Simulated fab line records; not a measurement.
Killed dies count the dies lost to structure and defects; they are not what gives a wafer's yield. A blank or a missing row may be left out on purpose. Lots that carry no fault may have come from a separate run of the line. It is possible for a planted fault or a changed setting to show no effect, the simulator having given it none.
The same fault as seen by 2 desks / flow berkeley_cmos170 / every desk sees just its own numbers, and what lay behind them comes last

## METROLOGY DESK
Lot by lot, what the gauges showed, no matter which tool ran the lot: averages of those sampled wafers that carry a number. Any lot whose mean is over 4 standard deviations away from the usual mean is out of limits and marked OUT; that distance is given in the brackets.
Columns: A = V1_TEOS_THK at UCB170_V1_THK_MEAS_01, usual 2003 nm; B = V1_BOW at UCB170_V1_BOW_MEAS_03, usual 19 um; C = V1_POLISHED_THK at UCB170_V1_THK_MEAS_04, usual 1014.6 nm; D = cd_nm at UCB170_V1_CD_MEAS_12, usual 699.6 nm
lot=L356; first seen here=day 8 00:13; A=2006; B=18; C=1015.7; D=699.3
lot=L363; first seen here=day 9 09:47; A=1969; B=17; C=1016.2; D=699.4
lot=L373; first seen here=day 11 06:07; A=2003; B=21; C=1014.2; D=-
lot=L370; first seen here=day 11 06:16; A=1976; B=25; C=1012.4; D=-
lot=L374; first seen here=day 11 13:53; A=2013; B=23; C=1014.6; D=699.3
lot=L376; first seen here=day 11 21:29; A=1989; B=23; C=1016.3; D=700.5
This desk's verdict: no lot among the 6 shows anything out of limits.

## FOR THE TOOL OWNER'S DESK: litho_track-04
The tool's own readings at UCB170_V1_DEVELOP_11 (develop time 45 s): means of the sampled wafers that have a number, for each lot that ran on this tool. Any lot whose mean is over 4 standard deviations away from the usual mean is out of limits and marked OUT; that distance is given in the brackets.
Columns: A = chill_plate_temp_C at UCB170_V1_DEVELOP_11, usual 23.01 C
lot=L356; first seen here=day 8 01:00; A=22.93
lot=L374; first seen here=day 11 16:00; A=22.80
This desk's verdict: no lot among the 2 shows anything out of limits.

## PUT TOGETHER
At the metrology desk, nothing out of limits was observed.
Nothing out of limits was seen by the tool owner's desk.

## WHAT HAD BEEN PUT IN BY THE SIMULATOR
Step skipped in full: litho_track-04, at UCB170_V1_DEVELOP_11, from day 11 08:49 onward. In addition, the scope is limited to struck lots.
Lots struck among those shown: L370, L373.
